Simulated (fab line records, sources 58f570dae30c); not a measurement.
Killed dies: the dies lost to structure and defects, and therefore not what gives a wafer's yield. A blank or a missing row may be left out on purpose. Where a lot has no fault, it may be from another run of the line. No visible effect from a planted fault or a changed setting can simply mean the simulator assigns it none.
What tool caused it?	flow berkeley-cmos170	at 1 step of a route of 331, 13 lots with 39 wafers sampled

WHAT EACH GAUGE READ, for each wafer
The record holds no reading of a measuring or inspecting step that can be judged against a usual standard deviation.

EACH LOT AND THE TOOL THAT RAN IT (in order: tool; ch and the chambers of the sampled wafers; start)
lot	UCB170_NLDD_STRIP_10
L189	plasma-asher-01 ch 0,1, day 7 07:21
L191	plasma-asher-03 ch 0,1, day 7 19:59
L192	plasma-asher-01 ch 0,1, day 8 06:30
L196	plasma-asher-04 ch 0,1, day 8 22:33
L195	plasma-asher-01 ch 0,1, day 8 22:42
L194	plasma-asher-03 ch 0,1, day 8 22:55
L197	plasma-asher-04 ch 0, day 8 23:02
L199	plasma-asher-04 ch 0, day 9 18:29
L201	plasma-asher-03 ch 0,1, day 10 13:47
L208	plasma-asher-01 ch 0,1, day 11 23:46
L210	plasma-asher-04 ch 0,1, day 13 11:55
L211	plasma-asher-01 ch 0,1, day 13 11:59
L212	plasma-asher-03 ch 0,1, day 13 20:17
- UCB170_NLDD_STRIP_10: strips in O2.

WHAT THE TOOLS THEMSELVES READ (means of the sampled wafers that have a number; where no wafer has one, the mark that the record gives instead)
UCB170_NLDD_STRIP_10. Usual: drypump-motor-current-A 5.8 A, standard deviation 0.5; o2-flow-sccm 399.9 sccm, standard deviation 1.2; oes-product-au 0.735 a.u., standard deviation 0.0043; strip-time-to-endpoint-s 21.61 s, standard deviation 0.055.
lot	tool	drypump-motor-current-A (A)	o2-flow-sccm (sccm)	oes-product-au (a.u.)	strip-time-to-endpoint-s (s)	flag
L189	plasma-asher-01	5.8	399.6	0.730	21.66	
L191	plasma-asher-03	5.9	400.8	0.735	21.66	
L192	plasma-asher-01	6.0	400.6	0.733	21.58	
L196	plasma-asher-04	5.7	399.9	0.734	21.60	
L195	plasma-asher-01	6.0	399.4	0.731	21.55	
L194	plasma-asher-03	6.1	399.5	0.736	21.53	
L197	plasma-asher-04	6.0	399.2	0.737	21.59	
L199	plasma-asher-04	6.0	199.9	0.672	24.66	OFF
L201	plasma-asher-03	6.0	399.8	0.740	21.68	
L208	plasma-asher-01	6.0	401.0	0.731	21.62	
L210	plasma-asher-04	5.7	399.5	0.734	21.64	
L211	plasma-asher-01	5.8	398.4	0.731	21.56	
L212	plasma-asher-03	6.2	398.7	0.735	21.65	

THE ANSWER, worked out from the rows above alone
Rule: lot off if the mean of its wafers having a number is beyond 3 standard deviations from the usual mean. Also off: a lot with no number at a reading for which 4 or more lots have one. The other lots that the step has rows for count as sound. Order of review: gauges by route order, followed by the tools' own readings, for which a lot's mean as printed above is used. The first step at which some lot is off is used, and at that step the reading that is off furthest; a lot without a number counts as furthest.
Off: L199, at UCB170_NLDD_STRIP_10 (o2-flow-sccm).
A tool fits if, at that step or a process step before it, it ran every lot that is off, and no sound lot after the first of them. Not one of the candidates tried fits.

WHAT HAD BEEN PUT IN BY THE SIMULATOR
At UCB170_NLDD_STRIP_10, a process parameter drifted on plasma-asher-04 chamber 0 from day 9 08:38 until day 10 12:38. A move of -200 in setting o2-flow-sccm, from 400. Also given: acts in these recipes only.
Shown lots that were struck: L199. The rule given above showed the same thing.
